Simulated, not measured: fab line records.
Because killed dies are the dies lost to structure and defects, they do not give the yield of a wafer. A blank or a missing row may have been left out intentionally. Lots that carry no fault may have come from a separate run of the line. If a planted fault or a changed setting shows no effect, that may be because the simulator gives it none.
The tool behind it: which one?	flow rit_cmos	14 lots with 42 wafers sampled at 4 steps, on a route of 202 steps

## WHAT EACH GAUGE READ, for each wafer
RIT_FOX2_THK_MEAS_90. Usual: FIELD_OXIDE_LEFT_1_THK 319 nm, standard deviation 6.4.
lot	measured	on	FIELD_OXIDE_LEFT_1_THK (nm)	flag
L776	day 2 04:26	film_metro-04	322 331 324	
L779	day 2 12:05	film_metro-03	320 312 313	
L780	day 2 16:54	film_metro-03	319 327 315	
L788	day 4 07:11	film_metro-01	314 314 318	
L789	day 4 12:13	film_metro-01	312 316 311	
L790	day 4 17:19	film_metro-04	310 314 308	
L791	day 4 22:15	film_metro-03	324 321 323	
L792	day 5 03:22	film_metro-04	323 327 321	
L794	day 5 13:26	film_metro-04	314 313 311	
L795	day 5 18:15	film_metro-03	329 336 332	
L796	day 5 23:44	film_metro-04	320 317 322	
L797	day 6 04:15	film_metro-04	316 314 314	
L798	day 6 09:17	film_metro-04	321 322 325	
L799	day 6 14:12	film_metro-04	332 320 326	

RIT_WELLDRIVE_RS_MEAS_01: uses a four-point probe to measure. Usual: NWELL_RS 275.4 ohm/sq, standard deviation 0.9.
lot	measured	on	NWELL_RS (ohm/sq)	flag
L776	day 2 12:49	film_metro-04	275.2 276.1 276.5	
L779	day 2 20:28	film_metro-04	276.0 274.2 276.1	
L780	day 3 01:24	film_metro-02	275.6 276.1 275.4	
L788	day 4 16:49	film_metro-03	274.4 274.5 275.6	
L789	day 4 20:32	film_metro-02	274.1 275.0 274.8	
L790	day 5 01:53	film_metro-04	275.2 275.2 275.8	
L791	day 5 06:39	film_metro-02	273.7 272.5 273.7	
L792	day 5 11:44	film_metro-03	275.1 276.4 276.3	
L794	day 5 21:54	film_metro-04	275.2 276.1 276.3	
L795	day 6 02:59	film_metro-02	273.8 274.6 273.9	
L796	day 6 08:04	film_metro-03	275.6 275.8 274.5	
L797	day 6 13:09	film_metro-02	275.9 275.4 274.8	
L798	day 6 18:14	film_metro-04	276.5 276.3 277.7	
L799	day 6 23:19	film_metro-04	274.8 275.8 275.3	

RIT_M1_OVL_MEAS_10. Usual: M1_OVL -0.2 nm, standard deviation 1.4.
lot	measured	on	M1_OVL (nm)	flag
L776	day 3 15:26	overlay-02	-3.2 -1.1 -0.5	
L779	day 3 23:43	overlay-01	1.5 1.6 0.7	
L780	day 4 03:51	overlay-02	0.5 -0.6 -0.7	
L788	day 5 18:14	overlay-02	1.8 2.8 1.0	
L789	day 5 23:02	overlay-01	-0.4 -0.4 0.2	
L790	day 6 04:32	overlay-01	1.0 1.3 -0.1	
L791	day 6 09:24	overlay-02	-3.3 -3.1 -2.0	
L792	day 6 14:30	overlay-01	-1.4 0.9 -0.9	
L794	day 7 00:11	overlay-02	-2.2 0.5 0.5	
L795	day 7 05:34	overlay-02	-3.2 -0.1 -2.1	
L796	day 7 10:01	overlay-02	0.6 1.7 0.3	
L797	day 7 15:52	overlay-02	-2.3 0.3 -2.0	
L798	day 7 20:14	overlay-02	0.1 0.8 1.6	
L799	day 8 01:52	overlay-01	-0.7 -1.4 -2.7	

## EACH LOT AND THE TOOL THAT RAN IT (in order: tool; ch and the chambers of the sampled wafers; start)
lot	RIT_GATE_PEB_14
L776	litho_track-03 ch 0, day 2 21:40
L779	litho_track-01, day 3 05:19
L780	litho_track-04, day 3 09:27
L788	litho_track-01 ch 0, day 5 00:25
L789	litho_track-03 ch 0, day 5 04:57
L790	litho_track-01 ch 0, day 5 09:36
L791	litho_track-04 ch 0, day 5 14:42
L792	litho_track-04 ch 0, day 5 20:13
L794	litho_track-04 ch 0, day 6 05:46
L795	litho_track-01 ch 0, day 6 11:01
L796	litho_track-04 ch 0, day 6 15:53
L797	litho_track-04 ch 0, day 6 21:04
L798	litho_track-04 ch 0, day 7 02:04
L799	litho_track-04 ch 0, day 7 07:13
- RIT_GATE_PEB_14

## AS READ BY THE TOOLS THEMSELVES (means over the sampled wafers that have a number; for cases with no such wafer, the mark the record gives instead)
RIT_GATE_PEB_14. Usual: 45.1 Pa for exhaust_pa, sd 0.93.
lot	tool	exhaust_pa (Pa)	flag
L776	litho_track-03	44.9	
L779	litho_track-01	-	OFF
L780	litho_track-04	-	OFF
L788	litho_track-01	45.0	
L789	litho_track-03	46.5	
L790	litho_track-01	45.0	
L791	litho_track-04	45.0	
L792	litho_track-04	45.3	
L794	litho_track-04	46.6	
L795	litho_track-01	44.4	
L796	litho_track-04	45.4	
L797	litho_track-04	45.2	
L798	litho_track-04	45.7	
L799	litho_track-04	44.1	

## THE ANSWER, worked out from the rows above alone
Rule: a lot is off if the mean of its wafers that have a number lies more than 3 standard deviations from the usual mean. A lot without any number at a reading at which 4 lots or more have one is off too. All remaining lots with rows at the step are treated as sound. The gauges are gone through in route order, then the tools' own readings, and for those a lot's mean is taken as printed above. At the first step where some lot is off, the reading lying furthest off is the one used; lots without a number count as furthest.
Off: L779, L780 (RIT_GATE_PEB_14, exhaust_pa). Without a number there: L779, L780.
If a tool, at that step or one of the process steps before it, ran each lot that is off and ran no sound lot following the first of them, it fits. None of those tried fits.

## WHAT THE SIMULATOR PUT IN
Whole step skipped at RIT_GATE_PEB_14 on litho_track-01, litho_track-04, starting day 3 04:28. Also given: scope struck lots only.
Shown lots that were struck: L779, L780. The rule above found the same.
